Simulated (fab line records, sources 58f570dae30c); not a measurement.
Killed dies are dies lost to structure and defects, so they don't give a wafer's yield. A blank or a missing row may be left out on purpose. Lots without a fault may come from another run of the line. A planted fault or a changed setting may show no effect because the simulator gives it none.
A struck lot beside a sound one | flow berkeley_cmos170 | 14 steps out of a route of 331
Sound: wafers L266.2, L266.4, L266.5. Struck: wafers L275.1, L275.3, L275.6. The cause comes at the end.
At each step with rows: each side's tool, then ch and its chambers, then its first start. Under that, the readings that differ: sound wafers | struck wafers | difference of the means | sigmas: that difference in standard deviations of wafers without a fault.
alike: readings whose means differ by less than 2 such deviations, and words and numbers that are the same on both sides. not compared: withheld readings, readings that some wafer has no value for, bounds like >300 that may hide the same value, and numbers for which the record gives no deviation and whose values overlap.
The two part at a step that has a row with sigmas, a row that says differs or no value, or rows on one side only. Numbers that don't overlap but have no deviation are shown without sigmas and don't part them. A reading that every wafer of one side lacks parts them only if that side has two wafers or more.

first, 1 step without rows for these wafers: UCB170_FIELD_WET_ETCH_06 (etches SiO2 in BOE, time 22 s).
UCB170_FIELD_THK_MEAS_90:
  sound on film_metro-04, day 5 00:30; struck on film_metro-04, day 7 06:25
  alike: FIELD_OXIDE_LEFT_1_THK
then, 2 steps without rows for these wafers: UCB170_SACOX_CLEAN_00 (cleans in dHF, time 7.5 s); UCB170_SACOX_OXIDATION_01 (target thk 14.4 nm, ox time 2400 s).
UCB170_SACOX_THK_MEAS_02:
  sound on film_metro-01, day 5 04:18; struck on film_metro-01, day 7 10:28
  alike: SACOX_OXIDE_THK
then, 2 steps without rows for these wafers: UCB170_SCREENOX_WET_ETCH_00 (etches SiO2 in dHF, time 200 s); UCB170_SCREENOX_OXIDATION_01 (target thk 14.4 nm, ox time 2446 s).
UCB170_SCREENOX_THK_MEAS_02:
  sound on film_metro-03, day 5 08:22; struck on film_metro-02, day 7 15:31
  reading                 | sound             | struck            | difference | sigmas
  SCREENOX_OXIDE_THK (nm) | 15.02 14.87 14.97 | 14.49 14.12 14.45 | -0.60      | -2
then, 4 steps without rows for these wafers: UCB170_SCREENOX_ANNEAL_03 (time 900 s); UCB170_NVT_HMDS_00 (prime time 60 s); UCB170_NVT_COAT_01 (resist thk 900 nm); UCB170_NVT_SOFTBAKE_02 (time 60 s).
UCB170_NVT_EXPOSE_03: exposes mask PWELL, target cd 3000 nm.
  sound on krf_scanner-01 ch 0, day 5 12:53; struck on krf_scanner-01, day 7 21:26
  no value came back on the struck wafers for exposure_dose_mJ_cm2, focus_offset_nm (nm), stage_vel_mm_s (mm/s); on the sound wafers exposure_dose_mJ_cm2 reads 29.992 30.040 30.011
  alike: mask
then, 1 step without rows for these wafers: UCB170_NVT_PEB_04.

WHERE THEY PART
First at UCB170_SCREENOX_THK_MEAS_02; last, within this record, at UCB170_NVT_EXPOSE_03.

WHY: what the simulator had put in
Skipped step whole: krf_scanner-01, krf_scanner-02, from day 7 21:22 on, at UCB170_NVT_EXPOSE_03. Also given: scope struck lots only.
